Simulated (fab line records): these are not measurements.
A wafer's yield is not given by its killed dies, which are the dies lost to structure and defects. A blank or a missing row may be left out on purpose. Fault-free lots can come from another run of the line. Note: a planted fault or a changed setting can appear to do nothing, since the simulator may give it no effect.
Struck lot and sound lot, side by side | flow rit_cmos | 26 out of 202 route steps
Sound: the wafers L798.2, L798.3, L798.4. The struck wafers were L809.1, L809.2, L809.3. At the end, the cause is stated.
Order at every step that has rows: each side's tool, ch and its chambers, its first start. Under that, the readings that differ: sound wafers | struck wafers | difference of the means | sigmas: that difference in standard deviations of wafers without a fault.
alike: words and numbers the same on both sides, and readings whose means are apart by under 2 such deviations; not compared: readings that were withheld, readings missing a value for some wafer, numbers with overlapping values and no deviation given by the record, and bounds like >300 which may hide the same value.
Wherever a step has rows on one side only, a row that says differs or no value, or a row with sigmas, the two part there. Non-overlapping numbers with no deviation appear without sigmas and do not part them. Lack of a reading on every wafer of one side parts them only where that side has two or more wafers.

first, 2 steps without rows for these wafers: RIT_REOX_CLEAN_02 (cleans in SC2, time 600 s); RIT_REOX_OXIDATION_03 (target thk 25.2 nm, ox time 5580 s).
RIT_REOX_THK_MEAS_04:
  sound on film_metro-01, day 3 07:40; struck on film_metro-01, day 5 11:44
  alike: REOX_OXIDE_THK
then, 6 steps without rows for these wafers: RIT_NLDD_HMDS_00 (prime time 60 s); RIT_NLDD_COAT_01 (resist thk 1000 nm); RIT_NLDD_SOFTBAKE_02 (time 60 s); RIT_NLDD_EXPOSE_03 (exposes mask M7, target cd 40700 nm); RIT_NLDD_PEB_04; RIT_NLDD_DEVELOP_05 (develop time 50 s).
RIT_NLDD_OVL_MEAS_06:
  sound on overlay-02, day 3 08:42; struck on overlay-01, day 5 12:46
  alike: NLDD_OVL
then, 2 steps without rows for these wafers: RIT_NLDD_HARDBAKE_07 (time 60 s); RIT_NLDD_IMPLANT_08.
RIT_NLDD_STRIP_09: strips in O2, time 180 s.
  sound on plasma_asher-03 ch 0,1, day 3 09:02; struck on plasma_asher-04 ch 0,1, day 5 13:15
  reading                                   | sound             | struck            | difference | sigmas
  run_length_s (s)                          | 207.6 209.0 207.6 | 72.6 72.2 72.2    | -135.7     | -99 or more
  model.NOVOLAK_of_NLDD_COAT_01.thk_nm (nm) | 0 0 0             | 153.4 152.9 153.9 | +153.4     |
  alike: drypump_motor_current_A
  not compared: rf_hours_counter_h
RIT_NLDD_TW_MEAS_10:
  sound on film_metro-02, day 3 09:13; struck on film_metro-04, day 5 13:26
  alike: NLDD_TW
then, 6 steps without rows for these wafers: RIT_PLDD_HMDS_00 (prime time 60 s); RIT_PLDD_COAT_01 (resist thk 1000 nm); RIT_PLDD_SOFTBAKE_02 (time 60 s); RIT_PLDD_EXPOSE_03 (exposes mask M8, target cd 40900 nm); RIT_PLDD_PEB_04; RIT_PLDD_DEVELOP_05 (develop time 50 s).
RIT_PLDD_OVL_MEAS_06:
  sound on overlay-01, day 3 10:22; struck on overlay-02, day 5 14:28
  alike: PLDD_OVL
then, 2 steps without rows for these wafers: RIT_PLDD_HARDBAKE_07 (time 60 s); RIT_PLDD_IMPLANT_08.
RIT_PLDD_STRIP_09: strips in O2, time 180 s.
  sound on plasma_asher-01 ch 0,1, day 3 10:42; struck on plasma_asher-01 ch 0,1, day 5 14:48
  alike: drypump_motor_current_A, run_length_s
  not compared: rf_hours_counter_h
RIT_PLDD_TW_MEAS_10:
  sound on film_metro-02, day 3 10:53; struck on film_metro-02, day 5 14:58
  reading | sound          | struck   | difference | sigmas
  PLDD_TW | 2345 2335 2347 | 30 30 30 | -2312      | -99 or more
then, 1 step without rows for these wafers: RIT_SPACER_CLEAN_00 (cleans in SC1, time 600 s).

== WHERE THEY PART ==
At RIT_NLDD_STRIP_09 first; at RIT_PLDD_TW_MEAS_10 last (within this record only).

WHY: what the simulator had put in
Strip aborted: plasma_asher-04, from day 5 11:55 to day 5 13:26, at RIT_NLDD_STRIP_09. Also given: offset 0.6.
